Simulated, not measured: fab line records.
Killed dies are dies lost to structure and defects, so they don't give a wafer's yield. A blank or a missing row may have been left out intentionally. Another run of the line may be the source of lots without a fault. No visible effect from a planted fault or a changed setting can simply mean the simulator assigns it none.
Struck lot and sound lot, side by side -- flow ritCmos -- 43 out of 202 route steps
Sound: wafers L588.1, L588.2, L588.4. Wafers struck: L600.1, L600.2, L600.5. The cause is named last.
Each step with rows lists, per side, the tool, then ch with its chambers, then its first start. Under that, the readings that differ: sound wafers -- struck wafers -- difference of the means -- sigmas: that difference in standard deviations of wafers without a fault.
alike: readings with means less than 2 such deviations apart, plus words and numbers identical on both sides. not compared: withheld readings, readings lacking a value on some wafer, bounds such as >300 that could conceal the same value, and numbers that have no deviation in the record and whose values overlap.
The two part at a step that has a row with sigmas, a row that says differs or no value, or rows on one side only. When numbers do not overlap yet have no deviation, they are printed without sigmas and do not part them. Lack of a reading on every wafer of one side parts them only where that side has two or more wafers.

first, 4 steps without rows for these wafers: RIT_PLDD_SOFTBAKE_02 (time 60 s); RIT_PLDD_EXPOSE_03 (exposes mask M8, target cd 40900 nm); RIT_PLDD_PEB_04; RIT_PLDD_DEVELOP_05 (develop time 50 s).
RIT_PLDD_OVL_MEAS_06:
  struck on overlay-01, day 5 14:04; sound on overlay-01, day 2 23:43
  alike: PLDD_OVL
then, 2 steps without rows for these wafers: RIT_PLDD_HARDBAKE_07 (time 60 s); RIT_PLDD_IMPLANT_08.
RIT_PLDD_STRIP_09: strips in O2, time 180 s.
  sound on plasmaAsher-04 ch 0,1, day 3 00:03; struck on plasmaAsher-01 ch 0,1, day 5 14:25
  alike: drypumpMotorCurrentA
  not compared: rfHoursCounterH
RIT_PLDD_TW_MEAS_10:
  struck on filmMetro-03, day 5 14:35; sound on filmMetro-04, day 3 00:13
  alike: PLDD_TW
then, 3 steps without rows for these wafers: RIT_SPACER_CLEAN_00 (cleans in SC1, time 600 s); RIT_SPACER_CLEAN_01 (cleans in dHF, time 30 s); RIT_SPACER_CLEAN_02 (cleans in SC2, time 600 s).
RIT_SPACER_CVD_03: deposits Si3N4 from SiH2Cl2/NH3, target thk 250 nm, time 3300 s.
  sound on lpcvd-01 ch 0, day 3 00:41; struck on lpcvd-02 ch 0, day 5 15:01
RIT_SPACER_THK_MEAS_04:
  struck on filmMetro-01, day 5 17:53; sound on filmMetro-03, day 3 02:36
  alike: SPACER_NITRIDE_THK
RIT_SPACER_ETCHBACK_05: etches Si3N4 in SF6/CHF3, stops on SiO2, target depth 250 nm, time 240 s.
  sound on rieDiel-01 ch 0,1,3, day 3 02:40; struck on rieDiel-02 ch 1,2,3, day 5 17:57
  alike: drypumpMotorCurrentA, oesProductAu, rfFwdPowerW, throttleValvePct
  not compared: rfHoursCounterH
then, 6 steps without rows for these wafers: RIT_NSD_HMDS_00 (prime time 60 s); RIT_NSD_COAT_01 (resist thk 1000 nm); RIT_NSD_SOFTBAKE_02 (time 60 s); RIT_NSD_EXPOSE_03 (exposes mask M9, target cd 40700 nm); RIT_NSD_PEB_04; RIT_NSD_DEVELOP_05 (develop time 50 s).
RIT_NSD_OVL_MEAS_06:
  struck on overlay-02, day 5 18:57; sound on overlay-02, day 3 03:40
  alike: NSD_OVL
then, 2 steps without rows for these wafers: RIT_NSD_HARDBAKE_07 (time 60 s); RIT_NSD_IMPLANT_08.
RIT_NSD_STRIP_09: strips in O2, time 180 s.
  sound on plasmaAsher-01 ch 0,1, day 3 04:00; struck on plasmaAsher-01 ch 0,1, day 5 19:17
  alike: drypumpMotorCurrentA
  not compared: rfHoursCounterH
RIT_NSD_TW_MEAS_10:
  struck on filmMetro-04, day 5 19:28; sound on filmMetro-02, day 3 04:10
  alike: NSD_TW
then, 6 steps without rows for these wafers: RIT_PSD_HMDS_00 (prime time 60 s); RIT_PSD_COAT_01 (resist thk 992 nm); RIT_PSD_SOFTBAKE_02 (time 60 s); RIT_PSD_EXPOSE_03 (exposes mask M10, target cd 40900 nm); RIT_PSD_PEB_04; RIT_PSD_DEVELOP_05 (develop time 50 s).
RIT_PSD_OVL_MEAS_06:
  struck on overlay-01, day 5 20:22; sound on overlay-01, day 3 05:20
  alike: PSD_OVL
then, 2 steps without rows for these wafers: RIT_PSD_HARDBAKE_07 (time 60 s); RIT_PSD_IMPLANT_08.
RIT_PSD_STRIP_09: strips in O2, time 180 s.
  sound on plasmaAsher-04 ch 0,1, day 3 05:41; struck on plasmaAsher-04 ch 0,1, day 5 20:42
  alike: drypumpMotorCurrentA
  not compared: rfHoursCounterH
RIT_PSD_TW_MEAS_10:
  struck on filmMetro-02, day 5 20:53; sound on filmMetro-03, day 3 05:51
  alike: PSD_TW
then, 3 steps without rows for these wafers: RIT_SDANNEAL_CLEAN_00 (cleans in SC1, time 600 s); RIT_SDANNEAL_CLEAN_01 (cleans in dHF, time 30 s); RIT_SDANNEAL_CLEAN_02 (cleans in SC2, time 600 s).
RIT_SDANNEAL_RTA_03: time 5 s.
  sound on rtpAnneal-02 ch 0, day 3 06:18; struck on rtpAnneal-02 ch 0, day 5 21:19
  alike: wafer_temp_C_max
RIT_SDANNEAL_RS_MEAS_04: measures by four-point-probe.
  struck on filmMetro-04, day 5 21:22; sound on filmMetro-02, day 3 06:21
  alike: PSD_RS
RIT_M1_PROBE_99:
  rows exist in the record for the struck wafers here (prober-02, day 6 04:54), but not for the sound ones

WHERE THEY PART
RIT_M1_PROBE_99 only, going by this record.

WHY: whatever the simulator had introduced
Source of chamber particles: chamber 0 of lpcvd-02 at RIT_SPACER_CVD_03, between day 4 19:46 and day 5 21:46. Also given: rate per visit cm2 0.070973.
